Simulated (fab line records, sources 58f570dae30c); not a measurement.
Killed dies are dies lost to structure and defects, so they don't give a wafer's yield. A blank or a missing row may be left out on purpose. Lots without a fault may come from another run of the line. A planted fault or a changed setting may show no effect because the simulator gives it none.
fab line records | flow berkeley_cmos170
record lots=12 wafers=36 last_day=11
route steps=331 shown FIELD@90 SDANNEAL@204 M2@278 M3@329
lots that met no fault: from a run of the same line without faults
start_h: hours from the record's first day to the start of the lot's first wafer shown | wait_h: hours since the lot's step before | " the same as in the row above | L1.1+2: a row that stands for several wafers | - no value, or no start given | * or withheld: withheld | < > ~ a bound
route shown NAME@n: a module of which the file shows steps, and the number in the route of the first | usual: mean/standard deviation of fault-free wafers | same: alike in all rows | chamber/n: place in a boat | sites: the reading at each site | _std_site: their standard deviation | _edge_site: outer sites' mean less inner sites' | radius_mm: how far each site lies from the wafer's centre | mask NAME#n: copy n | behind: the tool/chamber that last shaped the wafer | hold: why the lot was held/for how many hours/how that ended | device: the transistor (n, p or np) that didn't switch | end of line: the same wafers' tests at the end of the route | a step without rows: its recipe alone | killed: dies lost to structure and defects at the first sort, not the wafer's yield | map: a wafer's dies, x killed, . not, _ none there
set.NAME: the setting as run; set.NAME@STEP: as run at that earlier step | model.NAME: the simulator's own value behind a step, which no gauge read
steps of the route over a sample of lots; a table a step, a row a wafer
services: from which hour (start_h, from the record's first day; less than 0 if before it) a tool's chamber was out of use, for how many hours, and why
## steps
# step UCB170_FIELD_OXIDATION_01
# recipe temp_c=1000 ambient=H2O p_h2o_torr=584.62 target_thk_a=5583 ox_time_s=7200
# usual spike_tc_centre_C=1002.0/1.1 spike_tc_load_C=1029.8/3 spike_tc_source_C=1024.9/2.7 tube_center_temp_C=1000/0.082 tube_center_temp_C_max=1002.5/0.39 zone_power_load_pct=30/3.2
# columns lot.wafer tool chamber start_h wait_h spike_tc_centre_C spike_tc_load_C spike_tc_source_C tube_center_temp_C tube_center_temp_C_max zone_power_load_pct
L647.2 furnace-03 0 80.86 2.6 1001.5 1024.0 1019.1 1000.1 1002.7 35
L647.3 " 0 " " 1003.8 1021.1 1018.7 999.98 1002.6 36
L647.6 " 0 " " 1003.1 1023.1 1019.4 999.83 1002.1 35
L648.2 furnace-02 0 87.18 2.6 1001.7 1028.7 1023.7 1000 1003.0 34
L648.3 " 0 " " 999.8 1029.9 1023.3 999.99 1002.1 35
L648.6 " 0 " " 1000.3 1028.5 1023.6 1000 1002.1 34
L649.3 furnace-02 0 87.18 2.4 1001.8 1026.0 1026.0 1000.1 1002.7 34
L649.5 " 0 " " 1000.0 1028.7 1023.8 999.86 1002.1 34
L649.6 " 0 " " 1001.1 1027.8 1025.9 999.94 1002.2 34
L650.1 furnace-04 0 99.10 0.8 1002.3 1033.1 1023.7 1000.1 1003.1 28
L650.2 " 0 " " 1001.0 1029.6 1025.1 999.97 1002.7 27
L650.5 " 0 " " 1003.3 1031.3 1026.3 999.99 1002.6 28
L651.2 furnace-04 0 99.10 1.0 1000.8 1032.3 1025.7 999.93 1002.5 28
L651.4 " 0 " " 1002.7 1030.8 1027.8 999.82 1003.1 28
L651.6 " 0 " " 1002.1 1031.3 1025.1 999.97 1002.4 28
L652.2 furnace-02 0 105.04 3.1 1001.3 1030.4 1023.7 999.97 1002.8 34
L652.3 " 0 " " 1001.8 1028.3 1025.6 999.9 1002.8 34
L652.6 " 0 " " 1000.6 1029.8 1024.9 1000.1 1002.6 34
L653.2 furnace-04 0 115.28 1.4 1003.4 1030.2 1026.3 999.97 1002.6 28
L653.4 " 0 " " 1003.0 1031.3 1026.5 1000.1 1002.9 28
L653.5 " 0 " " 1001.0 1033.1 1024.6 1000.1 1002.5 28
L654.1 furnace-04 0 123.78 2.1 1023.5 1051.9 1045.8 1020 1022.1 29
L654.2 " 0 " " 1022.7 1051.5 1046.2 1019.9 1022.1 29
L654.6 " 0 " " 1023.5 1052.4 1047.4 1020 1023.3 30
L655.3 furnace-04 0 123.78 2.5 1022.5 1053.1 1047.4 1019.9 1021.9 29
L655.5 " 0 " " 1023.9 1051.5 1046.0 1020 1022.5 30
L655.6 " 0 " " 1020.7 1051.4 1047.9 1020 1023.1 29
L656.2 furnace-04 0 123.78 2.2 1021.5 1050.9 1044.5 1020.1 1022.3 29
L656.4 " 0 " " 1021.2 1049.9 1048.3 1020.1 1022.7 29
L656.5 " 0 " " 1020.4 1052.5 1046.8 1020 1022.5 29
L658.1 furnace-03 0 134.15 2.4 1003.2 1023.2 1018.4 999.99 1002.8 35
L658.3 " 0 " " 1002.6 1021.9 1019.1 999.96 1002.1 35
L658.4 " 0 " " 1002.8 1023.5 1018.5 999.96 1002.8 35
L670.1 furnace-02 0 192.60 3.1 1004.0 1028.6 1023.6 999.89 1003.2 34
L670.3 " 0 " " 1004.1 1029.8 1023.5 999.95 1002.0 34
L670.5 " 0 " " 1000.9 1028.6 1024.0 1000 1003.0 34
# step UCB170_FIELD_THK_MEAS_02
# recipe reads=SiO2_of_FIELD_OXIDATION_01
# usual FIELD_OXIDE_THK=557/8.8
# columns lot.wafer tool chamber start_h wait_h FIELD_OXIDE_THK[nm]
L647.2 film_metro-01 - 83.87 0.0 569
L647.3 " - " " 571
L647.6 " - " " 570
L648.2 film_metro-01 - 90.19 0.0 560
L648.3 " - " " 555
L648.6 " - " " 556
L649.3 film_metro-03 - 90.20 0.0 560
L649.5 " - " " 568
L649.6 " - " " 565
L650.1 film_metro-01 - 102.10 0.0 553
L650.2 " - " " 563
L650.5 " - " " 560
L651.2 film_metro-03 - 102.11 0.0 560
L651.4 " - " " 566
L651.6 " - " " 564
L652.2 film_metro-01 - 108.05 0.0 568
L652.3 " - " " 565
L652.6 " - " " 567
L653.2 film_metro-02 - 118.29 0.0 546
L653.4 " - " " 546
L653.5 " - " " 550
L654.1 film_metro-02 - 126.78 0.0 627
L654.2 " - " " 622
L654.6 " - " " 614
L656.2 film_metro-01 - 126.79 0.0 619
L656.4 " - " " 613
L656.5 " - " " 613
L655.3 film_metro-03 - 126.80 0.0 621
L655.5 " - " " 618
L655.6 " - " " 636
L658.1 film_metro-02 - 137.15 0.0 558
L658.3 " - " " 554
L658.4 " - " " 560
L670.1 film_metro-03 - 195.60 0.0 551
L670.3 " - " " 549
L670.5 " - " " 553
# step UCB170_FIELD_THK_MEAS_90
# recipe reads=SiO2_of_FIELD_OXIDATION_01
# usual FIELD_OXIDE_LEFT_1_THK=441/9
# columns lot.wafer tool chamber start_h wait_h FIELD_OXIDE_LEFT_1_THK[nm]
L647.2 film_metro-01 - 95.32 0.0 454
L647.3 " - " " 457
L647.6 " - " " 455
L648.2 film_metro-02 - 96.17 0.0 445
L648.3 " - " " 439
L648.6 " - " " 439
L649.3 film_metro-01 - 96.18 0.0 444
L649.5 " - " " 450
L649.6 " - " " 447
L650.1 film_metro-02 - 110.20 0.0 438
L650.2 " - " " 449
L650.5 " - " " 445
L651.2 film_metro-01 - 110.21 0.0 443
L651.4 " - " " 449
L651.6 " - " " 446
L652.2 film_metro-01 - 114.61 0.0 451
L652.3 " - " " 447
L652.6 " - " " 451
L653.2 film_metro-03 - 125.51 0.0 429
L653.4 " - " " 429
L653.5 " - " " 432
L654.1 film_metro-02 - 135.66 0.0 511
L654.2 " - " " 505
L654.6 " - " " 497
L656.2 film_metro-03 - 135.67 0.0 503
L656.4 " - " " 499
L656.5 " - " " 498
L655.3 film_metro-01 - 135.69 0.0 504
L655.5 " - " " 503
L655.6 " - " " 520
L658.1 film_metro-03 - 146.08 0.0 441
L658.3 " - " " 436
L658.4 " - " " 442
L670.1 film_metro-03 - 202.42 0.0 433
L670.3 " - " " 430
L670.5 " - " " 435
# step UCB170_FIELD_THK_MEAS_91
# recipe reads=SiO2_of_FIELD_OXIDATION_01
# usual FIELD_OXIDE_LEFT_2_THK=352/9
# columns lot.wafer tool chamber start_h wait_h FIELD_OXIDE_LEFT_2_THK[nm]
L648.2 film_metro-02 - 111.72 0.0 355
L648.3 " - " " 350
L648.6 " - " " 350
L647.2 film_metro-02 - 112.00 0.0 365
L647.3 " - " " 367
L647.6 " - " " 366
L649.3 film_metro-02 - 112.40 0.0 356
L649.5 " - " " 362
L649.6 " - " " 360
L650.1 film_metro-01 - 127.06 0.0 350
L650.2 " - " " 360
L650.5 " - " " 356
L651.2 film_metro-03 - 127.13 0.0 354
L651.4 " - " " 361
L651.6 " - " " 359
L652.2 film_metro-01 - 132.70 0.0 362
L652.3 " - " " 360
L652.6 " - " " 362
L653.2 film_metro-01 - 144.38 0.0 341
L653.4 " - " " 341
L653.5 " - " " 344
L655.3 film_metro-02 - 154.16 0.0 417
L655.5 " - " " 415
L655.6 " - " " 432
L656.2 film_metro-01 - 154.45 0.0 414
L656.4 " - " " 410
L656.5 " - " " 410
L654.1 film_metro-01 - 154.98 0.0 422
L654.2 " - " " 417
L654.6 " - " " 408
L658.1 film_metro-02 - 160.05 0.0 353
L658.3 " - " " 349
L658.4 " - " " 355
L670.1 film_metro-03 - 215.49 0.0 346
L670.3 " - " " 343
L670.5 " - " " 348
# step UCB170_SDANNEAL_RTA_00
# recipe temp_c=900 time_s=10 ambient=N2
# usual lamp_power_pct=26.7/0.52 wafer_temp_C_max=903.6/1.3
# columns lot.wafer tool chamber start_h wait_h lamp_power_pct wafer_temp_C_max
L648.2 rtp_anneal-01 0 138.64 0.0 27.2 905.3
L648.3 " 0 " " 27.2 904.9
L648.6 " 0 " " 27.2 905.5
L647.2 rtp_anneal-02 0 139.35 0.0 26.2 902.7
L647.3 " 0 " " 26.2 902.0
L647.6 " 0 " " 26.2 901.2
L649.3 rtp_anneal-02 0 139.54 0.0 26.2 902.3
L649.5 " 0 " " 26.2 902.3
L649.6 " 0 " " 26.3 903.2
L650.1 rtp_anneal-02 0 151.19 0.0 26.2 902.2
L650.2 " 0 " " 26.2 902.1
L650.5 " 0 " " 26.2 903.1
L651.2 rtp_anneal-01 0 151.37 0.0 27.2 905.2
L651.4 " 0 " " 27.3 904.7
L651.6 " 0 " " 27.3 904.9
L652.2 rtp_anneal-01 0 160.92 0.0 27.2 904.5
L652.3 " 0 " " 27.2 905.6
L652.6 " 0 " " 27.3 904.7
L653.2 rtp_anneal-02 0 169.50 0.0 26.2 902.3
L653.4 " 0 " " 26.2 901.9
L653.5 " 0 " " 26.2 902.6
L654.1 rtp_anneal-01 0 181.12 0.0 27.3 904.0
L654.2 " 0 " " 27.2 905.2
L654.6 " 0 " " 27.2 904.2
L656.2 rtp_anneal-02 0 181.55 0.0 26.2 902.4
L656.4 " 0 " " 26.3 902.7
L656.5 " 0 " " 26.2 903.0
L655.3 rtp_anneal-01 0 181.73 0.0 27.2 905.2
L655.5 " 0 " " 27.3 904.6
L655.6 " 0 " " 27.2 903.2
L658.1 rtp_anneal-02 0 183.62 0.0 26.2 902.3
L658.3 " 0 " " 26.2 903.1
L658.4 " 0 " " 26.2 903.1
L670.1 rtp_anneal-01 0 244.92 0.0 27.3 904.2
L670.3 " 0 " " 27.2 903.6
L670.5 " 0 " " 27.3 906.1
# step UCB170_M2_STRIP_07
# recipe chemistry=O2 power_w=400 pressure_mtorr=3500 platen_temp_c=withheld o2_flow_sccm=400 overash_fraction=0.5
# usual drypump_motor_current_A=5.6/0.37 oes_product_au=0.735/0.0041 strip_time_to_endpoint_s=21.98/0.063
# columns lot.wafer tool chamber start_h wait_h drypump_motor_current_A oes_product_au rf_hours_counter_h strip_time_to_endpoint_s
L648.2 plasma_asher-01 0 151.72 0.1 5.5 0.730 39 21.83
L648.3 " 1 " " 5.9 0.742 - 21.91
L648.6 " 1 " " 6.0 0.739 - 21.90
L647.2 plasma_asher-02 1 155.50 0.1 5.0 0.740 46 21.95
L647.3 " 1 " " 5.1 0.736 - 21.93
L647.6 " 1 " " 5.1 0.739 - 21.96
L649.3 plasma_asher-02 1 156.40 0.1 5.0 0.729 - 22.03
L649.5 " 0 " " 5.8 0.735 - 21.96
L649.6 " 1 " " 5.0 0.738 - 22.01
L650.1 plasma_asher-02 0 167.24 0.1 5.8 0.736 47 22.01
L650.2 " 1 " " 5.0 0.736 47 21.94
L650.5 " 0 " " 5.8 0.735 - 21.95
L651.2 plasma_asher-04 1 167.59 0.1 6.1 0.742 46 22.02
L651.4 " 1 " " 6.1 0.740 - 22.02
L651.6 " 1 " " 6.0 0.737 - 22.00
L652.2 plasma_asher-04 0 176.68 0.1 5.5 0.734 47 21.90
L652.3 " 1 " " 6.1 0.735 - 21.88
L652.6 " 0 " " 5.5 0.743 - 21.89
L653.2 plasma_asher-02 0 186.73 0.1 5.8 0.741 49 21.95
L653.4 " 1 " " 5.0 0.736 - 22.01
L653.5 " 0 " " 5.8 0.732 - 22.01
L654.1 plasma_asher-04 1 198.07 0.1 6.0 0.735 49 21.95
L654.2 " 0 " " 5.5 0.727 49 22.01
L654.6 " 1 " " 6.0 0.744 - 21.93
L656.2 plasma_asher-04 1 198.44 0.1 6.0 0.729 49 21.97
L656.4 " 1 " " 6.1 0.735 - 21.97
L656.5 " 1 " " 6.0 0.746 - 22.02
L655.3 plasma_asher-02 1 199.66 0.1 5.0 0.737 - 21.93
L655.5 " 1 " " 5.0 0.736 - 21.89
L655.6 " 0 " " 5.8 0.739 - 21.92
L658.1 plasma_asher-04 0 205.56 0.1 5.4 0.735 50 21.97
L658.3 " 0 " " 5.4 0.734 - 21.95
L658.4 " 1 " " 6.0 0.732 - 22.00
L670.1 plasma_asher-02 0 260.75 0.1 5.8 0.743 57 22.01
L670.3 " 1 " " 5.0 0.738 - 22.05
L670.5 " 1 " " 5.1 0.737 - 22.07
# step UCB170_M3_CD_MEAS_90
# recipe target_cd_nm=700
# usual cd_nm=699/4.8
# columns lot.wafer tool chamber start_h wait_h cd_nm
L648.2 cd_sem-02 - 159.77 0.1 693
L648.3 " - " " 696
L648.6 " - " " 698
L647.2 cd_sem-01 - 163.49 0.1 706
L647.3 " - " " 704
L647.6 " - " " 703
L649.3 cd_sem-01 - 163.93 0.1 694
L649.5 " - " " 697
L649.6 " - " " 694
L650.1 cd_sem-01 - 174.07 0.1 699
L650.2 " - " " 695
L650.5 " - " " 703
L651.2 cd_sem-01 - 174.55 0.1 710
L651.4 " - " " 701
L651.6 " - " " 702
L652.2 cd_sem-01 - 184.84 0.1 702
L652.3 " - " " 705
L652.6 " - " " 701
L653.2 cd_sem-02 - 197.55 0.2 698
L653.4 " - " " 691
L653.5 " - " " 689
L656.2 cd_sem-01 - 208.25 0.1 698
L656.4 " - " " 701
L656.5 " - " " 699
L654.1 cd_sem-02 - 208.28 0.1 698
L654.2 " - " " 698
L654.6 " - " " 697
L655.3 cd_sem-02 - 210.84 0.3 706
L655.5 " - " " 702
L655.6 " - " " 705
L658.1 cd_sem-02 - 213.88 0.1 707
L658.3 " - " " 704
L658.4 " - " " 708
L670.1 cd_sem-02 - 268.51 0.1 691
L670.3 " - " " 697
L670.5 " - " " 700
## services
# columns tool chamber start_h hours kind
furnace-02 - 157.41 3.1 pm
plasma_asher-04 - 160.27 5.2 repair
furnace-04 - 215.41 3.0 pm
plasma_asher-01 - 243.73 4.2 repair
plasma_asher-02 - 254.93 1.8 repair
## key
first_sign step=UCB170_FIELD_OXIDATION_01 reading=tube_center_temp_C direction=up sigmas=99+ usual=* struck=*
effect step=UCB170_FIELD_OXIDATION_01 reading=tube_center_temp_C_max direction=up sigmas=51 usual=* struck=*
effect step=UCB170_FIELD_THK_MEAS_02 reading=FIELD_OXIDE_THK direction=up sigmas=7.2 usual=557 struck=620
effect step=UCB170_FIELD_THK_MEAS_90 reading=FIELD_OXIDE_LEFT_1_THK direction=up sigmas=7.1 usual=441 struck=504
effect step=UCB170_FIELD_THK_MEAS_91 reading=FIELD_OXIDE_LEFT_2_THK direction=up sigmas=7.1 usual=352 struck=416
met_at UCB170_FIELD_OXIDATION_01
struck_lots L654,L655,L656
tester_left_out L654,L655,L656
not_acting_at UCB170_SDANNEAL_RTA_00,UCB170_M2_STRIP_07,UCB170_M3_CD_MEAS_90
onset_between 115.28 123.78
fault kind=process_parameter_drift tool=furnace-04 chamber=- onset_h=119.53 steps=UCB170_FIELD_OXIDATION_01 channel=temp_c offset=* shape=step end_h=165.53 acts_in=* stated=*
# tester_left_out: of these lots the tester's yield and bins aren't shown, on N5 and GAA mostly nor the transistor test; their killed dies are dies lost to structure and defects alone, not to doping, threshold or leakage, so they don't give the yield
